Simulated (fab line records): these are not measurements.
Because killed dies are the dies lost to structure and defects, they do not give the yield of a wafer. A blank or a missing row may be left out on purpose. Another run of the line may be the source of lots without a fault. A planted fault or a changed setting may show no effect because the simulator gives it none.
Comparing a struck lot with a sound one -- flow rit-cmos -- 43 out of 202 route steps
Sound: wafers L887.1, L887.2, L887.5. Wafers struck: L883.2, L883.5, L883.6. The cause is given at the end.
Per side, at each step with rows, come the tool, then ch with its chambers, and then its first start. Under that, the readings that differ: sound wafers -- struck wafers -- difference of the means -- sigmas: that difference in standard deviations of wafers without a fault.
alike: readings with means less than 2 such deviations apart, plus words and numbers identical on both sides. not compared: withheld readings, readings lacking a value on some wafer, bounds such as >300 that could conceal the same value, and numbers that have no deviation in the record and whose values overlap.
Wherever a step has rows on one side only, a row that says differs or no value, or a row with sigmas, the two part there. When numbers do not overlap yet have no deviation, they are printed without sigmas and do not part them. A reading missing from all wafers of one side parts the sides only when that side holds two or more wafers.

first, 2 steps without rows for these wafers: RIT_NSD_IMPLANT_08; RIT_NSD_STRIP_09 (strips in O2, time 180 s).
RIT_NSD_TW_MEAS_10:
  sound: film-metro-02 at day 6 23:11; struck: film-metro-04 at day 5 23:42
  alike: NSD_TW
then, 6 steps without rows for these wafers: RIT_PSD_HMDS_00 (prime time 60 s); RIT_PSD_COAT_01 (resist thk 1000 nm); RIT_PSD_SOFTBAKE_02 (time 60 s); RIT_PSD_EXPOSE_03 (exposes mask M10, target cd 40900 nm); RIT_PSD_PEB_04; RIT_PSD_DEVELOP_05 (develop time 50 s).
RIT_PSD_OVL_MEAS_06:
  sound: overlay-02 at day 7 00:05; struck: overlay-02 at day 6 00:36
  alike: PSD_OVL
then, 2 steps without rows for these wafers: RIT_PSD_HARDBAKE_07 (time 60 s); RIT_PSD_IMPLANT_08.
RIT_PSD_STRIP_09: strips in O2, time 180 s.
  sound on plasma-asher-04 ch 0,1, day 7 00:25; struck on plasma-asher-02 ch 0,1, day 6 01:04
  alike: drypump-motor-current-A
  not compared: rf-hours-counter-h
RIT_PSD_TW_MEAS_10:
  sound: film-metro-02 at day 7 00:36; struck: film-metro-01 at day 6 01:16
  alike: PSD_TW
then, 4 steps without rows for these wafers: RIT_SDANNEAL_CLEAN_00 (cleans in SC1, time 600 s); RIT_SDANNEAL_CLEAN_01 (cleans in dHF, time 30 s); RIT_SDANNEAL_CLEAN_02 (cleans in SC2, time 600 s); RIT_SDANNEAL_RTA_03 (time 5 s).
RIT_SDANNEAL_RS_MEAS_04: measurement is done with a four-point probe.
  sound: film-metro-02 at day 7 01:05; struck: film-metro-01 at day 6 01:45
  alike: PSD_RS
RIT_SDANNEAL_RS_MEAS_05: measurement is done with a four-point probe.
  sound: film-metro-02 at day 7 01:12; struck: film-metro-01 at day 6 01:52
  alike: NSD_RS
RIT_SDANNEAL_RS_MEAS_06: measurement is done with a four-point probe.
  sound: film-metro-02 at day 7 01:19; struck: film-metro-01 at day 6 01:59
  alike: PLDD_RS
RIT_SDANNEAL_RS_MEAS_07: measurement is done with a four-point probe.
  sound: film-metro-02 at day 7 01:26; struck: film-metro-01 at day 6 02:07
  alike: NLDD_RS
then, 1 step without rows for these wafers: RIT_SILICIDE_WET_ETCH_00 (etches SiO2 in BOE, target depth 14 nm, time 15 s).
RIT_SILICIDE_SPUTTER_01: material Ti, target thk 30 nm, time 240 s.
  sound: pvd-sputter-03 at day 7 01:35; struck: pvd-sputter-02 at day 6 02:14
  alike: throttle-valve-pct
RIT_SILICIDE_RS_MEAS_02: measurement is done with a four-point probe.
  sound: film-metro-03 at day 7 01:44; struck: film-metro-02 at day 6 02:24
  alike: SILICIDE_TI_RS
RIT_SILICIDE_THK_MEAS_03: measures by xrf.
  sound: film-metro-03 at day 7 01:51; struck: film-metro-02 at day 6 02:31
  alike: SILICIDE_TI_THK
RIT_SILICIDE_RTA_04: time 10 s, ramp up 5 s, ramp down 5 s.
  sound on rtp-anneal-01 ch 0, day 7 01:55; struck on rtp-anneal-01 ch 0, day 6 02:34
  alike: wafer_temp_C_max
then, 1 step without rows for these wafers: RIT_SILICIDE_WET_ETCH_05 (etches Ti in SPM, time 120 s).
RIT_SILICIDE_RTA_06: time 10 s, ramp up 5 s, ramp down 10 s.
  sound on rtp-anneal-02 ch 0, day 7 02:01; struck on rtp-anneal-02 ch 0, day 6 02:40
  alike: wafer_temp_C_max
RIT_CONTACT_CVD_00: deposits SiO2 from TEOS, target thk 400 nm, time 61 s.
  sound on pecvd-01 ch 1,2, day 7 02:05; struck on pecvd-02 ch 1,2, day 6 02:44
  alike: heater-power-w
RIT_CONTACT_THK_MEAS_01:
  sound: film-metro-03 at day 7 02:10; struck: film-metro-03 at day 6 02:49
  alike: CONTACT_TEOS_THK
then, 6 steps without rows for these wafers: RIT_CONTACT_HMDS_02 (prime time 60 s); RIT_CONTACT_COAT_03 (resist thk 1000 nm); RIT_CONTACT_SOFTBAKE_04 (time 60 s); RIT_CONTACT_EXPOSE_05 (exposes mask M11, target cd 1000 nm); RIT_CONTACT_PEB_06; RIT_CONTACT_DEVELOP_07 (develop time 120 s).
RIT_CONTACT_CD_MEAS_08 targets a cd of 1000 nm.
  sound: cd-sem-02 at day 7 03:25; struck: cd-sem-02 at day 6 03:59
  alike: cd-nm
RIT_CONTACT_OVL_MEAS_09:
  sound: overlay-01 at day 7 03:32; struck: overlay-02 at day 6 04:05
  alike: CONTACT_OVL
then, 2 steps without rows for these wafers: RIT_CONTACT_HARDBAKE_10 (time 60 s); RIT_CONTACT_ETCH_11 (etches SiO2 in CHF3/CF4/Ar, stops on TiSi2, target depth 480 nm, time 320 s).
RIT_CONTACT_STRIP_12: strips in O2, time 175.2 s.
  sound on plasma-asher-01 ch 0,1, day 7 03:55; struck on plasma-asher-04 ch 0,1, day 6 04:28
  alike: drypump-motor-current-A
  not compared: rf-hours-counter-h
RIT_M1_PROBE_99:
  only the struck wafers here have rows in the record (prober-02, day 6 09:31); the sound ones have none

== WHERE THEY PART ==
Within this record, at RIT_M1_PROBE_99 only.

WHY: whatever the simulator had introduced
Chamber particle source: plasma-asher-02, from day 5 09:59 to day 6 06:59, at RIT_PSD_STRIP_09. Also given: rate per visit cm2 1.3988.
